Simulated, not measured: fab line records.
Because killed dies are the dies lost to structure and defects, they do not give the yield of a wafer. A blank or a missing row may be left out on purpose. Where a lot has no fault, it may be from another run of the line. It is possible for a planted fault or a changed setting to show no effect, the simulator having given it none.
A single fault, viewed from 2 desks | flow berkeley-cmos170 | each desk holds nothing but its own numbers, with what lay behind them at the end

AT THE METROLOGY DESK
Lot by lot, what the gauges showed, no matter which tool ran the lot: averages of those sampled wafers that carry a number. If a lot's mean is further than 4 standard deviations from the usual mean, the lot is out of limits and carries the mark OUT (the distance appears in the brackets).
Columns: A = cd-nm at UCB170_M1_CD_MEAS_90, usual 699.5 nm; B = V1_TEOS_THK at UCB170_V1_THK_MEAS_01, usual 2000 nm; C = cd-nm at UCB170_V1_CD_MEAS_12, usual 699.7 nm
lot  | first seen here | A     | B               | C
L343 | day 7 08:59     | 698.7 | 2007            | 700.6
L342 | day 7 10:01     | 696.3 | 2002            | 699.7
L344 | day 7 22:28     | 700.1 | 2015            | 700.6
L345 | day 8 05:35     | 701.0 | 1980            | 700.2
L346 | day 8 18:02     | 701.3 | 2004            | 700.5
L350 | day 9 02:49     | 699.1 | 1994            | 701.9
L348 | day 9 06:25     | 702.3 | 1988            | 700.6
L349 | day 9 06:34     | 702.1 | 2014            | 699.0
L352 | day 9 21:49     | 701.2 | 1763 (-8.5) OUT | 699.6
L351 | day 9 22:34     | 698.9 | 2036            | 698.7
L353 | day 10 03:10    | 701.7 | 1737 (-9.4) OUT | 701.1
L357 | day 11 08:26    | 699.7 | 1998            | 699.3
L361 | day 12 08:52    | 700.2 | 1996            | 699.8
L362 | day 12 09:25    | 698.8 | 1994            | 699.2
This desk's result: L352, L353 out of limits, first on L352 (V1_TEOS_THK at UCB170_V1_THK_MEAS_01), day 10 00:47. In limits: L343, L342, L344, L345, L346, L350, L348, L349, L351, L357, L361, L362.

FOR THE TOOL OWNER'S DESK: pecvd-01
The tool's own readings at UCB170_V1_CVD_00 (deposits SiO2 from TEOS/O2, target thk 2000 nm, time 250 s): means of the sampled wafers that have a number, for each lot that ran on this tool. If a lot's mean is further than 4 standard deviations from the usual mean, the lot is out of limits and carries the mark OUT (the distance appears in the brackets).
Columns: A = heater-power-w at UCB170_V1_CVD_00, usual 247 W; B = run-length-s at UCB170_V1_CVD_00, usual 277.9 s
lot  | first seen here | A   | B
L343 | day 7 15:43     | 255 | 278.4
L346 | day 8 22:05     | 317 | 278.5
L350 | day 9 07:47     | 308 | 278.6
L349 | day 9 11:58     | 240 | 278.6
L352 | day 10 00:38    | 280 | 248.5 (-47) OUT
L353 | day 10 06:38    | 286 | 248.5 (-47) OUT
This desk finds L352, L353 out of limits, L352 being first, at day 10 00:38 (run-length-s at UCB170_V1_CVD_00). In limits: L343, L346, L350, L349.

TAKEN TOGETHER
An alarm could have come from the tool owner's desk at day 10 00:38, on L352, L353.
Metrology desk: alarm possible at day 10 00:47 on L352, L353.
Every lot named ran UCB170_V1_CVD_00 on pecvd-01.

WHAT WAS PUT IN BY THE SIMULATOR
pecvd-01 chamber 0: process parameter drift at UCB170_V1_CVD_00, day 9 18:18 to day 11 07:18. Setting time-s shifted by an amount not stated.
Lots struck among those shown: L352, L353.
Fault start to first reading out of limits, in hours, per desk: tool owner, 6; metrology, 6.
